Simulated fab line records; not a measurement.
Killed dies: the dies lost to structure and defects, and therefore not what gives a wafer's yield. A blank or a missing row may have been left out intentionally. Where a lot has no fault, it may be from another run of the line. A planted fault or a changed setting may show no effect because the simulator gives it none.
fab line records	flow ritCmos
[record] lots = 14	wafers = 42	lastDay = 7
route steps=202 shown CONTACT@174
lots that met no fault: taken from a fault-free run of the same line
startH: hours from the record's first day to the start of the lot's first wafer shown	waitH: hours since the lot's step before	" unchanged from the row above	L1.1+2: one row covering several wafers at once	- value missing, or start not given	* or withheld: withheld	< > ~ a bound
route shown NAME@n: NAME is a module with steps in the file, n the number in the route of the first one	usual: the fault-free wafers' mean and standard deviation	same: alike in all rows	chamber/n: place in a boat	sites: readings site by site	_std_site: the values' standard deviation	_edge_site: outer sites' mean less inner sites'	radiusMm: how far each site lies from the wafer's centre	mask NAME#n: copy n	behind: tool/chamber where the wafer was last shaped	hold: reason for holding the lot/hours on hold/outcome of the hold	device: the transistor (n, p or np) that didn't switch	end of line: the same wafers' tests at the end of the route	where a step has no rows: the recipe by itself	killed: count of dies lost to structure and defects at first sort (not the wafer's yield)	map: shows each die of a wafer: x if killed, . if not, _ if none is there
set.NAME: the run value of the setting; set.NAME@STEP: its run value at that earlier step	model.NAME: the simulator's own value behind a step, which no gauge read
one table for each step of the route and one row for each wafer, over a sample of lots
[[steps]]
[step RIT_CONTACT_PEB_06]
[recipe] resist = NOVOLAK	tempC = withheld	timeS = withheld
[usual] chillPlateTempC = *	exhaustPa = 45.1/0.86
lot.wafer	tool	chamber	startH	waitH	chillPlateTempC	exhaustPa
L142.2	lithoTrack-01	0	62.76	0.1	*	45.0
L142.3	"	0	"	"	*	45.7
L142.4	"	0	"	"	*	44.5
L145.1	lithoTrack-03	0	92.47	0.1	*	45.1
L145.4	"	0	"	"	*	43.8
L145.5	"	0	"	"	*	45.2
L146.1	lithoTrack-03	0	95.25	0.3	*	45.2
L146.2	"	0	"	"	*	45.3
L146.6	"	0	"	"	*	45.6
L147.4	lithoTrack-04	0	101.16	0.1	*	45.7
L147.5	"	0	"	"	*	46.7
L147.6	"	0	"	"	*	46.5
L149.1	lithoTrack-01	-	119.95	0.1	-	-
L149.3	"	-	"	"	-	-
L149.4	"	-	"	"	-	-
L150.1	lithoTrack-03	-	120.31	0.1	-	-
L150.3	"	-	"	"	-	-
L150.4	"	-	"	"	-	-
L152.3	lithoTrack-03	0	124.31	0.3	*	45.7
L152.4	"	0	"	"	*	45.7
L152.5	"	0	"	"	*	45.8
L153.2	lithoTrack-04	0	129.08	0.3	*	45.5
L153.4	"	0	"	"	*	44.6
L153.6	"	0	"	"	*	45.3
L159.1	lithoTrack-01	0	146.54	0.1	*	45.1
L159.5	"	0	"	"	*	44.7
L159.6	"	0	"	"	*	43.4
L161.1	lithoTrack-04	0	150.89	0.1	*	44.7
L161.3	"	0	"	"	*	44.1
L161.6	"	0	"	"	*	44.0
L160.1	lithoTrack-03	0	152.81	0.1	*	44.9
L160.2	"	0	"	"	*	45.3
L160.5	"	0	"	"	*	45.7
L162.1	lithoTrack-01	0	158.64	0.1	*	46.9
L162.3	"	0	"	"	*	46.5
L162.5	"	0	"	"	*	46.0
L164.2	lithoTrack-01	0	166.09	0.1	*	45.5
L164.4	"	0	"	"	*	44.7
L164.6	"	0	"	"	*	44.6
L165.1	lithoTrack-03	0	172.29	0.1	*	44.5
L165.4	"	0	"	"	*	44.4
L165.6	"	0	"	"	*	44.2
[[key]]
[firstSign] step = RIT_CONTACT_PEB_06	reading = toolRecord	direction = missing
effect none on later readings
metAt RIT_CONTACT_PEB_06
struckLots L149,L150
sortLeftOut L149.1,L149.3,L149.4,L150.1,L150.3,L150.4
testerLeftOut L149,L150
onsetBetween 95.25 119.95
[fault] kind = skippedStepWhole	tool = lithoTrack-01,lithoTrack-03	chamber = -	onsetH = 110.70	steps = RIT_CONTACT_PEB_06	scope = struckLotsOnly
// testerLeftOut: of these lots the tester's yield and bins aren't shown, on N5 and GAA mostly nor the transistor test; their killed dies are dies lost to structure and defects alone, not to doping, threshold or leakage, so they don't give the yield
// sortLeftOut: the simulated sort isn't trusted on such a fault, so these wafers' sort isn't shown, and their yield isn't known
